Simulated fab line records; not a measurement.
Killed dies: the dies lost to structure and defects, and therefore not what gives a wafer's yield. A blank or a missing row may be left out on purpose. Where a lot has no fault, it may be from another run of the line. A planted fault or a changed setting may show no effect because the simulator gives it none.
Which tool is to blame? ; flow berkeley-cmos170 ; Sampling: 12 lots, 36 wafers, 4 of 331 route steps

== WHAT EACH GAUGE READ, for each wafer ==
UCB170_ACTIVE_OVL_MEAS_14. Usual: ACTIVE_OVL typically reads 2 nm, with standard deviation 5.1.
lot;measured;on;ACTIVE_OVL (nm);flag
L269;day 4 19:30;overlay-01;5 4 10;
L270;day 4 19:37;overlay-01;2 0 -4;
L272;day 4 19:49;overlay-01;8 6 3;
L273;day 5 03:08;overlay-01;5 1 3;
L282;day 7 03:09;overlay-02;6 0 1;
L281;day 7 03:26;overlay-02;-1 6 -2;
L284;day 7 10:57;overlay-02;-4 -4 -4;
L285;day 7 10:58;overlay-01;2 15 9;
L287;day 7 16:01;overlay-02;0 2 -1;
L290;day 8 08:47;overlay-02;1 2 -4;
L289;day 8 09:07;overlay-02;2 10 13;
L291;day 8 18:32;overlay-01;-11 -5 -7;

UCB170_SDANNEAL_RS_MEAS_02: measures by four-point-probe. Usual: PSD_RS typically reads 75.54 ohm/sq, with standard deviation 0.27.
lot;measured;on;PSD_RS (ohm/sq);flag
L269;day 7 01:58;film-metro-01;75.49 75.05 75.35;
L270;day 7 01:39;film-metro-04;75.81 75.60 75.80;
L272;day 7 01:30;film-metro-01;74.98 75.13 74.85;
L273;day 7 14:34;film-metro-01;75.62 75.67 75.75;
L282;day 9 22:56;film-metro-02;76.18 76.28 76.07;
L281;day 9 23:23;film-metro-04;75.66 75.44 75.45;
L284;day 9 22:46;film-metro-04;75.70 75.58 75.39;
L285;day 9 23:13;film-metro-01;75.49 75.96 75.51;
L287;day 10 01:18;film-metro-02;75.58 75.59 75.63;
L290;day 11 00:41;film-metro-01;75.87 75.82 75.74;
L289;day 11 01:50;film-metro-04;75.48 75.73 75.37;
L291;day 11 10:01;film-metro-04;75.23 75.30 75.50;

UCB170_M3_CD_MEAS_15: target cd 700 nm. Usual: cd-nm 700.6 nm, standard deviation 1.2.
lot;measured;on;cd-nm (nm);flag
L269;day 8 02:58;cd-sem-02;698.9 699.5 700.0;
L270;day 8 02:49;cd-sem-02;701.8 701.4 701.3;
L272;day 8 03:08;cd-sem-01;699.7 701.1 699.5;
L273;day 8 17:45;cd-sem-01;700.7 699.4 700.3;
L282;day 11 04:18;cd-sem-01;699.6 698.0 699.3;
L281;day 10 21:46;cd-sem-02;700.3 701.4 700.1;
L284;day 10 22:01;cd-sem-02;701.5 699.7 700.3;
L285;day 11 04:47;cd-sem-02;699.3 700.8 699.5;
L287;day 11 04:23;cd-sem-02;701.1 698.4 699.0;
L290;day 12 00:41;cd-sem-02;701.7 698.2 699.5;
L289;day 11 23:46;cd-sem-01;700.6 700.9 701.2;
L291;day 12 09:16;cd-sem-01;702.1 701.8 701.1;

== EACH LOT AND THE TOOL THAT RAN IT (in order: tool; ch and the chambers of the sampled wafers; start) ==
lot;UCB170_CONTACT_EXPOSE_12
L269;krf-scanner-02 ch 0, day 7 06:56
L270;krf-scanner-01 ch 0, day 7 06:42
L272;krf-scanner-02 ch 0, day 7 06:15
L273;krf-scanner-02 ch 0, day 7 20:36
L282;krf-scanner-01 ch 0, day 10 04:51
L281;krf-scanner-02 ch 0, day 10 04:31
L284;krf-scanner-01 ch 0, day 10 03:09
L285;krf-scanner-01 ch 0, day 10 04:46
L287;krf-scanner-01 ch 0, day 10 06:49
L290;krf-scanner-01 ch 0, day 11 05:18
L289;krf-scanner-01 ch 0, day 11 06:32
L291;krf-scanner-01 ch 0, day 11 14:07
- UCB170_CONTACT_EXPOSE_12: exposes mask CONT, target cd 700 nm.

== AS READ BY THE TOOLS THEMSELVES (means over the sampled wafers that have a number; for cases with no such wafer, the mark the record gives instead) ==
UCB170_CONTACT_EXPOSE_12. Usual: exposure-dose-mJ-cm2 34.99, standard deviation 0.039.
lot;tool;exposure-dose-mJ-cm2;flag
L269;krf-scanner-02;35.02;
L270;krf-scanner-01;34.94;
L272;krf-scanner-02;35.02;
L273;krf-scanner-02;35.03;
L282;krf-scanner-01;34.97;
L281;krf-scanner-02;34.68;OFF
L284;krf-scanner-01;35.01;
L285;krf-scanner-01;35.00;
L287;krf-scanner-01;34.96;
L290;krf-scanner-01;35.02;
L289;krf-scanner-01;34.98;
L291;krf-scanner-01;34.98;

== THE ANSWER, worked out from the rows above alone ==
Rule: a lot counts as off when the mean over its wafers that have a number is more than 3 standard deviations away from the usual mean. A lot without any number at a reading at which 4 lots or more have one is off too. Any other lot the step has rows for is counted as sound. First the gauges in route order, then the tools' own readings, where a lot's mean is used as printed above. The first step at which some lot is off is used, and at that step the reading that is off furthest; a lot without a number counts as furthest.
Off at UCB170_CONTACT_EXPOSE_12 (exposure-dose-mJ-cm2): L281.
If a tool, at that step or one of the process steps before it, ran each lot that is off and ran no sound lot following the first of them, it fits. One fits: krf-scanner-02 at UCB170_CONTACT_EXPOSE_12. A fault onset in the window from L273 (day 7 20:36, its last sound lot) to L281 (day 10 04:31, its first lot off) fits.
The tool's own readings at UCB170_CONTACT_EXPOSE_12 bear it out: on the lots that are off they differ by more than 5 times the standard deviation of the sound lots' means. exposure-dose-mJ-cm2 reads 34.68 there against 34.99 on the sound lots.

== WHAT THE SIMULATOR HAD PUT IN ==
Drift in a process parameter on krf-scanner-02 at UCB170_CONTACT_EXPOSE_12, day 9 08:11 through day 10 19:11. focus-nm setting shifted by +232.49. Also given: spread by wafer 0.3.
Lots struck among those shown: L281. The rule above reached the same finding.
